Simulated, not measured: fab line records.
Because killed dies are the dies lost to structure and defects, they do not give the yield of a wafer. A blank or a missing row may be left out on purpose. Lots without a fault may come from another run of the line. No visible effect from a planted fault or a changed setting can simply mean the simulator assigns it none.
One fault through the eyes of 2 desks -- flow berkeley cmos170 -- only its own numbers are on each desk; what lay behind them is given at the end

== AT THE METROLOGY DESK ==
Means of the sampled wafers that have a number, per lot and without regard to the tool the lot ran on: this is what the gauges read. If a lot's mean is further than 4 standard deviations from the usual mean, the lot is out of limits and carries the mark OUT (the distance appears in the brackets).
Columns: A = PWELL_NITRIDE_THK at UCB170_PWELL_THK_MEAS_06, usual 219.5 nm; B = ACTIVE_NITRIDE_THK at UCB170_ACTIVE_THK_MEAS_06, usual 219.8 nm; C = cd nm at UCB170_GATE_CD_MEAS_12, usual 349.7 nm; D = PLDD_TW at UCB170_PLDD_TW_MEAS_11, usual 1011
lot,first seen here,A,B,C,D
L171,day 2 22:33,219.4,221.5,349.3,1017
L172,day 2 22:34,219.2,220.8,350.1,1016
L173,day 3 06:30,221.2,217.4,349.4,1018
L176,day 3 19:00,219.6,219.6,347.8,1019
L175,day 3 19:01,221.8,220.3,349.4,1019
L177,day 4 05:40,219.6,222.3,350.3,1013
L180,day 4 13:19,219.2,219.0,352.0,1008
L181,day 4 19:57,217.5,223.1,350.5,1007
L178,day 4 19:58,217.4,220.5,349.1,1006
L184,day 5 17:20,221.5,219.4,349.0,1014
L185,day 5 17:20,221.2,219.7,349.5,1016
L189,day 6 19:09,218.3,221.2,325.7 (-16) OUT,1014
L194,day 7 10:06,216.2,218.4,348.6,1018
Finding of this desk: L189 out of limits; the first was L189 at day 9 19:39, on cd nm at UCB170_GATE_CD_MEAS_12. L171, L172, L173, L176, L175, L177, L180, L181, L178, L184, L185, L194: within limits.

== THE TOOL OWNER'S DESK: krf scanner-02 ==
The tool's own readings at UCB170_GATE_EXPOSE_09 (exposes mask POLY, target cd 350 nm): means of the sampled wafers that have a number, for each lot that ran on this tool. If a lot's mean is further than 4 standard deviations from the usual mean, the lot is out of limits and carries the mark OUT (the distance appears in the brackets).
Columns: A = exposure dose mJ cm2 at UCB170_GATE_EXPOSE_09, usual 20.962
lot,first seen here,A
L172,day 5 12:17,20.980
L175,day 6 20:12,20.944
L180,day 7 04:43,20.918
L177,day 7 05:11,20.996
L181,day 7 13:11,20.968
L185,day 8 11:09,20.968
L184,day 8 11:20,20.994
L189,day 9 19:15,20.197 (-33) OUT
Finding of this desk: L189 out of limits; the first was L189 at day 9 19:15, on exposure dose mJ cm2 at UCB170_GATE_EXPOSE_09. L172, L175, L180, L177, L181, L185, L184: within limits.

== ALL TOGETHER ==
The tool owner's desk had the chance to raise an alarm at day 9 19:15 on L189.
The metrology desk could have raised an alarm at day 9 19:39, on L189.
On krf scanner-02, each named lot ran UCB170_GATE_EXPOSE_09.

== WHAT THE SIMULATOR HAD INSERTED ==
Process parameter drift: krf scanner-02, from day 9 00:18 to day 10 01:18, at UCB170_GATE_EXPOSE_09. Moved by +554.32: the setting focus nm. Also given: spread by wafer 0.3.
Struck lots among those shown: L189.
Counting hours from when the fault started, the first reading out of limits came at 19 for the tool owner's desk and at 19 for the metrology desk.
